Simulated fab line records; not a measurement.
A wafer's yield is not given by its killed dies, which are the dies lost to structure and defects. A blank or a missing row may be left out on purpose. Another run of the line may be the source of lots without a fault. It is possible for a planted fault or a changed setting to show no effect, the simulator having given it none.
Split-lot study -- flow rit_cmos -- 23 wafers read from 5 lots, route of 202 steps

## ABOUT THE SPLIT
At RIT_FOX1_OXIDATION_00 (target thk 350.7 nm, ox time 1130 s), the setting ox_time_s was moved away from the recipe's 1130 s on 10 of the 23 wafers read, by -10.8% to +8.1%. This setting was run at the recipe's value on the other wafers.

The file shows no step between the split and the reading.

## THE READING
At RIT_FOX1_THK_MEAS_01: FOX1_OXIDE_THK, given in nm. Typical for fault-free wafers on this fab line: 351 nm, with standard deviation 5.4 nm.

wafer,"tool, chamber at the split","ox_time_s as run, s",against the recipe,"FOX1_OXIDE_THK, nm",against lot-mates on the recipe
L074.1,"-, -",1130,recipe,349,-
L074.2,"-, -",1130,recipe,356,-
L074.3,"-, -",1130,recipe,352,-
L074.4,"-, -",1130,recipe,355,-
L074.5,"-, -",1130,recipe,358,-
L082.1,"furnace-02, 0",1130,recipe,356,-
L082.4,"furnace-02, 0",1130,recipe,353,-
L082.5,"furnace-02, 0",1130,recipe,358,-
L083.1,"-, -",1130,recipe,354,-
L083.2,"-, -",1130,recipe,349,-
L083.4,"-, -",1130,recipe,359,-
L083.5,"-, -",1130,recipe,355,-
L083.6,"-, -",1130,recipe,352,-
L084.1,"-, -",1221,+8.1%,366,no lot-mate on the recipe
L084.3,"-, -",1221,+8.1%,367,no lot-mate on the recipe
L084.4,"-, -",1221,+8.1%,362,no lot-mate on the recipe
L084.5,"-, -",1221,+8.1%,367,no lot-mate on the recipe
L084.6,"-, -",1221,+8.1%,373,no lot-mate on the recipe
L085.1,"-, -",1008,-10.8%,324,no lot-mate on the recipe
L085.2,"-, -",1008,-10.8%,322,no lot-mate on the recipe
L085.3,"-, -",1008,-10.8%,324,no lot-mate on the recipe
L085.4,"-, -",1008,-10.8%,325,no lot-mate on the recipe
L085.5,"-, -",1008,-10.8%,321,no lot-mate on the recipe

FIT RESULTS
A straight line over all 23 wafers: FOX1_OXIDE_THK changes by +2.38 nm for each +1% of ox_time_s; r = +0.96; the points scatter about the line by 4.4 nm.
Too few moved wafers have a lot-mate on the recipe to fit a line with each lot's own level taken away.

## THE WHOLE CHAIN: every reading that the file lists as answering this split, in the file's order
step,what it does,reading,change (the file's fit),r (the file's)
RIT_FOX1_OXIDATION_00,"target thk 350.7 nm, ox time 1130 s","SiO2_of_FOX1_OXIDATION_00.thk_nm (the simulator's own value, which no gauge read)",+2.38 nm for each +1% of the setting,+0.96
RIT_FOX1_THK_MEAS_01,,FOX1_OXIDE_THK,+2.39 for each +1% of the setting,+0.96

## FILE'S OWN FIT
FOX1_OXIDE_THK changes by +2.39 nm for each +1% of ox_time_s, r = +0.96.
